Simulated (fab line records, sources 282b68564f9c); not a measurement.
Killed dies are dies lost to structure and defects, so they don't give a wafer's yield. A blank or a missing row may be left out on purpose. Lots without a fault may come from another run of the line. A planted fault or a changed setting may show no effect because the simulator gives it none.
Which tool did it? | flow rit_cmos | 6 lots, 18 wafers sampled, at 2 steps of a route of 202

WHAT THE GAUGES READ, wafer by wafer
RIT_SPACER_THK_MEAS_04.
lot  | measured    | on            | SPACER_NITRIDE_THK (nm)
L863 | day 3 09:28 | film_metro-04 | 248.0 248.5 247.7
L865 | day 3 21:41 | film_metro-04 | 250.9 248.4 249.8
L867 | day 4 04:56 | film_metro-02 | 242.3 243.4 244.0
L869 | day 4 14:20 | film_metro-01 | 253.1 253.8 254.3
L882 | day 8 01:42 | film_metro-01 | 245.8 244.6 246.8
L884 | day 8 10:00 | film_metro-04 | 250.9 250.5 249.7

WHICH TOOL RAN EACH LOT (tool, then ch and the chambers of the sampled wafers, then the start)
lot  | RIT_PRETRO_STRIP_09
L863 | plasma_asher-04 ch 0,1, day 2 13:44
L865 | plasma_asher-01 ch 0,1, day 3 04:53
L867 | plasma_asher-01 ch 0,1, day 3 11:20
L869 | plasma_asher-04 ch 0,1, day 3 23:08
L882 | plasma_asher-02 ch 0,1, day 6 22:58
L884 | plasma_asher-01 ch 0,1, day 7 10:26
- RIT_PRETRO_STRIP_09: strips in O2, time 180 s.

THE ANSWER, worked out from the rows above alone
Rule: what is usual is taken from the lots themselves. Put in order of their means at a reading, lots are off if they are a third of the lots or fewer, leave a main group of 4 or more, and stand apart from it by a gap of 3 or more times the standard deviation of the main group's means; of several such gaps the widest counts. A main group whose means are all the same, to the digits that the tables above print for the reading, isn't used. A lot without any number at a reading at which 4 lots or more have one is off too. The other lots that the step has rows for count as sound.
No lot is off at any reading shown: from this, nothing can be told.

WHAT THE SIMULATOR HAD PUT IN
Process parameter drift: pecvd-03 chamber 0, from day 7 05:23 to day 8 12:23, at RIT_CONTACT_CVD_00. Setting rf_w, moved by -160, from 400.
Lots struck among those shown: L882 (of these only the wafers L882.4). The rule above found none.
